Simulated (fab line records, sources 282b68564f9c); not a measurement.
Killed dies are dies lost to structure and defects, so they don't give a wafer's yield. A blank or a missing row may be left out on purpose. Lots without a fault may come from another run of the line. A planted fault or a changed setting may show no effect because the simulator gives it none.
fab line records | flow rit_cmos
record lots=14 wafers=42 last_day=7
route steps=202 shown PSD@150
lots that met no fault: from a run of the same line without faults
start_h: hours from the record's first day to the start of the lot's first wafer shown | wait_h: hours since the lot's step before | " the same as in the row above | L1.1+2: a row that stands for several wafers | - no value, or no start given | * or withheld: withheld | < > ~ a bound
route shown NAME@n: a module of which the file shows steps, and the number in the route of the first | usual: mean/standard deviation of fault-free wafers | same: alike in all rows | chamber/n: place in a boat | sites: the reading at each site | _std_site: their standard deviation | _edge_site: outer sites' mean less inner sites' | radius_mm: how far each site lies from the wafer's centre | mask NAME#n: copy n | behind: the tool/chamber that last shaped the wafer | hold: why the lot was held/for how many hours/how that ended | device: the transistor (n, p or np) that didn't switch | end of line: the same wafers' tests at the end of the route | a step without rows: its recipe alone | killed: dies lost to structure and defects at the first sort, not the wafer's yield | map: a wafer's dies, x killed, . not, _ none there
set.NAME: the setting as run; set.NAME@STEP: as run at that earlier step | model.NAME: the simulator's own value behind a step, which no gauge read
steps of the route over a sample of lots; a table a step, a row a wafer
services: from which hour (start_h, from the record's first day; less than 0 if before it) a tool's chamber was out of use, for how many hours, and why
## steps
# step RIT_PSD_IMPLANT_08
# recipe species=BF2 energy_kev=27 dose_cm2=5e+15 tilt_deg=7
# usual beam_on_s=12.60/0.29 dose_ions_cm2=5e+15/5.9e+12
# same implant_ion_amu=49
# columns lot.wafer tool chamber start_h wait_h beam_on_s dose_ions_cm2
L251.1 implanter-04 0 54.20 0.1 12.63 4.996e+15
L251.4 " 0 " " 13.07 4.988e+15
L251.6 " 0 " " 12.11 5.003e+15
L253.1 implanter-04 0 59.49 0.1 12.34 4.995e+15
L253.2 " 0 " " 12.08 5.011e+15
L253.5 " 0 " " 12.65 5.001e+15
L254.2 implanter-01 0 65.88 0.1 12.57 4.997e+15
L254.5 " 0 " " 12.49 5.001e+15
L254.6 " 0 " " 12.40 4.99e+15
L255.2 implanter-04 0 69.51 0.1 12.09 4.994e+15
L255.3 " 0 " " 12.80 4.989e+15
L255.4 " 0 " " 13.10 4.997e+15
L257.2 implanter-04 0 79.03 0.1 12.14 4.999e+15
L257.4 " 0 " " 12.60 5.012e+15
L257.6 " 0 " " 12.38 4.997e+15
L258.1 implanter-04 0 83.41 0.1 12.34 4.995e+15
L258.2 " 0 " " 12.84 4.998e+15
L258.4 " 0 " " 12.64 5.011e+15
L259.1 implanter-02 0 89.18 0.1 13.11 4.999e+15
L259.5 " 0 " " 12.82 5.001e+15
L259.6 " 0 " " 13.26 5.005e+15
L260.1 implanter-01 0 95.75 0.1 12.99 4.997e+15
L260.2 " 0 " " 12.40 4.998e+15
L260.5 " 0 " " 12.86 4.995e+15
L262.2 implanter-02 0 103.46 0.1 12.96 4.993e+15
L262.4 " 0 " " 12.78 4.998e+15
L262.5 " 0 " " 12.49 4.992e+15
L264.2 implanter-02 0 114.10 0.1 20.80 8.002e+15
L264.3 " 0 " " 19.93 8.007e+15
L264.4 " 0 " " 20.65 8.006e+15
L265.1 implanter-01 0 120.73 0.1 12.22 5.01e+15
L265.2 " 0 " " 12.61 5.009e+15
L265.3 " 0 " " 12.71 5.003e+15
L268.3 implanter-02 0 135.95 0.1 20.41 8.006e+15
L268.4 " 0 " " 20.31 8.002e+15
L268.6 " 0 " " 20.49 8.004e+15
L270.2 implanter-01 0 145.03 0.1 12.65 4.995e+15
L270.3 " 0 " " 12.55 5e+15
L270.5 " 0 " " 12.40 4.993e+15
L272.2 implanter-01 0 153.11 0.1 12.49 4.998e+15
L272.4 " 0 " " 12.62 4.998e+15
L272.5 " 0 " " 12.84 4.993e+15
# step RIT_SDANNEAL_RS_MEAS_04
# recipe thk_meas_gauge=four-point-probe
# usual PSD_RS=115.96/0.28
# columns lot.wafer tool chamber start_h wait_h PSD_RS[ohm/sq]
L251.1 film_metro-03 - 55.04 0.0 115.61
L251.4 " - " " 115.66
L251.6 " - " " 115.62
L253.1 film_metro-04 - 60.43 0.0 115.83
L253.2 " - " " 116.10
L253.5 " - " " 115.72
L254.2 film_metro-03 - 66.68 0.1 116.06
L254.5 " - " " 116.05
L254.6 " - " " 115.78
L255.2 film_metro-04 - 70.32 0.1 116.06
L255.3 " - " " 116.34
L255.4 " - " " 115.78
L257.2 film_metro-01 - 79.87 0.1 116.02
L257.4 " - " " 116.13
L257.6 " - " " 115.92
L258.1 film_metro-01 - 84.22 0.0 116.51
L258.2 " - " " 116.43
L258.4 " - " " 116.58
L259.1 film_metro-03 - 89.99 0.0 115.50
L259.5 " - " " 116.07
L259.6 " - " " 115.92
L260.1 film_metro-04 - 96.56 0.0 115.35
L260.2 " - " " 115.96
L260.5 " - " " 115.61
L262.2 film_metro-03 - 104.30 0.1 116.39
L262.4 " - " " 116.22
L262.5 " - " " 116.26
L264.2 film_metro-04 - 114.94 0.1 110.13
L264.3 " - " " 110.15
L264.4 " - " " 109.93
L265.1 film_metro-01 - 121.56 0.0 115.87
L265.2 " - " " 115.92
L265.3 " - " " 116.23
L268.3 film_metro-03 - 136.84 0.1 110.38
L268.4 " - " " 110.52
L268.6 " - " " 110.17
L270.2 film_metro-01 - 146.04 0.1 115.91
L270.3 " - " " 115.74
L270.5 " - " " 115.93
L272.2 film_metro-01 - 153.92 0.1 115.78
L272.4 " - " " 116.13
L272.5 " - " " 116.17
## services
# columns tool chamber start_h hours kind
implanter-02 - 146.47 5.1 repair
implanter-04 - 151.42 5.6 pm
## key
first_sign step=RIT_PSD_IMPLANT_08 reading=dose_ions_cm2 direction=up sigmas=99+ usual=5e+15 struck=8.004e+15
effect step=RIT_PSD_IMPLANT_08 reading=beam_on_s direction=up sigmas=27 usual=12.60 struck=20.43
effect step=RIT_SDANNEAL_RS_MEAS_04 reading=PSD_RS direction=down sigmas=20 usual=115.96 struck=110.21
met_at RIT_PSD_IMPLANT_08
struck_lots L264,L268
tester_left_out L264,L268
onset_between 103.46 114.10
fault kind=process_parameter_drift tool=implanter-02 chamber=- onset_h=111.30 steps=RIT_PSD_IMPLANT_08 channel=dose_cm2 offset=3e+15 shape=step end_h=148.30 acts_in=these_recipes_only stated=5e+15
# tester_left_out: of these lots the tester's yield and bins aren't shown, on N5 and GAA mostly nor the transistor test; their killed dies are dies lost to structure and defects alone, not to doping, threshold or leakage, so they don't give the yield
